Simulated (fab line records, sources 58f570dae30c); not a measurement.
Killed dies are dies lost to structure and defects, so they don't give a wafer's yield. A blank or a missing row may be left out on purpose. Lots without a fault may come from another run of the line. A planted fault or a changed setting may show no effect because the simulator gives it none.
Which tool did it? | flow berkeley_cmos170 | 7 lots, 21 wafers sampled, at 4 steps of a route of 331

WHAT THE GAUGES READ, wafer by wafer
UCB170_PVT_TW_MEAS_09.
lot  | measured     | on            | PVT_TW
L344 | day 7 06:47  | film_metro-03 | 512 510 513
L347 | day 7 15:51  | film_metro-04 | 513 512 513
L351 | day 8 00:11  | film_metro-02 | 505 504 503
L354 | day 8 10:25  | film_metro-03 | 512 510 512
L356 | day 9 02:25  | film_metro-04 | 507 507 507
L358 | day 9 01:56  | film_metro-02 | 505 505 501
L365 | day 10 22:52 | film_metro-04 | 507 509 508

WHICH TOOL RAN EACH LOT (tool, then ch and the chambers of the sampled wafers, then the start)
lot  | UCB170_ZERO_STRIP_07                | UCB170_PWELL_STRIP_16               | UCB170_PVT_IMPLANT_07
L344 | plasma_asher-01 ch 0,1, day 2 04:46 | plasma_asher-04 ch 0,1, day 3 21:34 | implanter-02 ch 0, day 7 06:32
L347 | plasma_asher-03 ch 0,1, day 2 20:00 | plasma_asher-02 ch 0,1, day 4 15:00 | implanter-01 ch 0, day 7 15:37
L351 | plasma_asher-01 ch 0,1, day 3 14:36 | plasma_asher-03 ch 0,1, day 5 02:02 | implanter-04 ch 0, day 7 23:56
L354 | plasma_asher-02 ch 0,1, day 4 04:10 | plasma_asher-02 ch 0,1, day 5 13:52 | implanter-04 ch 0, day 8 10:13
L356 | plasma_asher-01 ch 0,1, day 4 16:51 | plasma_asher-02 ch 0,1, day 6 02:56 | implanter-02 ch 0, day 9 02:10
L358 | plasma_asher-02 ch 0,1, day 4 22:40 | plasma_asher-04 ch 0, day 6 08:26   | implanter-04 ch 0, day 9 01:41
L365 | plasma_asher-02 ch 0,1, day 6 14:17 | plasma_asher-02 ch 0,1, day 8 00:46 | implanter-04 ch 0, day 10 22:38
- UCB170_ZERO_STRIP_07: strips in O2.
- UCB170_PWELL_STRIP_16: strips in O2.
- UCB170_PVT_IMPLANT_07

THE ANSWER, worked out from the rows above alone
Rule: what is usual is taken from the lots themselves. Put in order of their means at a reading, lots are off if they are a third of the lots or fewer, leave a main group of 4 or more, and stand apart from it by a gap of 3 or more times the standard deviation of the main group's means; of several such gaps the widest counts. A main group whose means are all the same, to the digits that the tables above print for the reading, isn't used. A lot without any number at a reading at which 4 lots or more have one is off too. The other lots that the step has rows for count as sound.
No lot is off at any reading shown: from this, nothing can be told.

WHAT THE SIMULATOR HAD PUT IN
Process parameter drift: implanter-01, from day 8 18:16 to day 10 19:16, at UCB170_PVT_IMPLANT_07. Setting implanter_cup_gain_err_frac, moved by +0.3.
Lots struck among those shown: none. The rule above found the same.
